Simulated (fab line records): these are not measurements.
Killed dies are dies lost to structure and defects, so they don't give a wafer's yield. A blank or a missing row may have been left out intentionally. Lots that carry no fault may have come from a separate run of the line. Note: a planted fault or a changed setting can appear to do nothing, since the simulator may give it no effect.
Comparing a struck lot with a sound one | flow rit-cmos | 15 steps out of a route of 202
Sound: these wafers, L885.1, L885.4, L885.5. Wafers L894.1, L894.4, L894.6 were the ones struck. The cause comes at the end.
At each step with rows: each side's tool, then ch and its chambers, then its first start. Under that, the readings that differ: sound wafers | struck wafers | difference of the means | sigmas: that difference in standard deviations of wafers without a fault.
alike: same words and numbers on both sides, and readings whose means sit less than 2 such deviations apart. not compared: any withheld reading, any reading some wafer has no value for, any bound like >300 that may hide the same value, and any number with overlapping values for which the record gives no deviation.
A row with sigmas, a row that says differs or no value, or rows on one side alone: a step with any of these is where the two part. When numbers do not overlap yet have no deviation, they are printed without sigmas and do not part them. A reading missing from all wafers of one side parts the sides only when that side holds two or more wafers.

RIT_GATE_STRIP_20: strips in O2, time 180 s.
  sound on plasma-asher-03 ch 0,1, day 3 17:31; struck on plasma-asher-03 ch 0,1, day 5 08:47
  alike: drypump-motor-current-A
  not compared: rf-hours-counter-h
RIT_GATE_CD_MEAS_90: target cd 150 nm.
  sound: cd-sem-02 at day 3 17:41; struck: cd-sem-02 at day 5 08:57
  alike: cd-nm
then, 4 steps without rows for these wafers: RIT_REOX_CLEAN_00 (cleans in SC1, time 600 s); RIT_REOX_CLEAN_01 (cleans in dHF, time 30 s); RIT_REOX_CLEAN_02 (cleans in SC2, time 600 s); RIT_REOX_OXIDATION_03 (target thk 25.2 nm, ox time 5580 s).
RIT_REOX_THK_MEAS_04:
  sound: film-metro-04 at day 3 20:43; struck: film-metro-04 at day 5 14:06
  alike: REOX_OXIDE_THK
then, 5 steps without rows for these wafers: RIT_NLDD_HMDS_00 (prime time 60 s); RIT_NLDD_COAT_01 (resist thk 1000 nm); RIT_NLDD_SOFTBAKE_02 (time 60 s); RIT_NLDD_EXPOSE_03 (exposes mask M7, target cd 40700 nm); RIT_NLDD_PEB_04.
RIT_NLDD_DEVELOP_05: develop time 50 s.
  sound on litho-track-03 ch 0, day 3 21:00; struck on litho-track-03 ch 0, day 5 14:00
  reading              | sound             | struck            | difference | sigmas
  developer-temp-C (C) | 23.23 23.02 23.01 | 25.39 25.29 25.30 | +2.24      | +20
RIT_NLDD_OVL_MEAS_06:
  sound: overlay-02 at day 3 21:38; struck: overlay-02 at day 5 15:05
  alike: NLDD_OVL
RIT_M1_PROBE_99:
  sound: prober-02 at day 4 13:40; struck: prober-01 at day 6 07:07
  alike: killed-at-contacts, killed-at-front-end, killed-dies, killed-open, killed-short

## WHERE THEY PART
RIT_NLDD_DEVELOP_05 only, going by this record. Later steps at which nothing parts them and some readings are alike: RIT_NLDD_OVL_MEAS_06, RIT_M1_PROBE_99.

WHY: what had been put in by the simulator
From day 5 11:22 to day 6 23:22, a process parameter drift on litho-track-03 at RIT_NLDD_DEVELOP_05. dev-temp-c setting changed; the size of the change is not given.
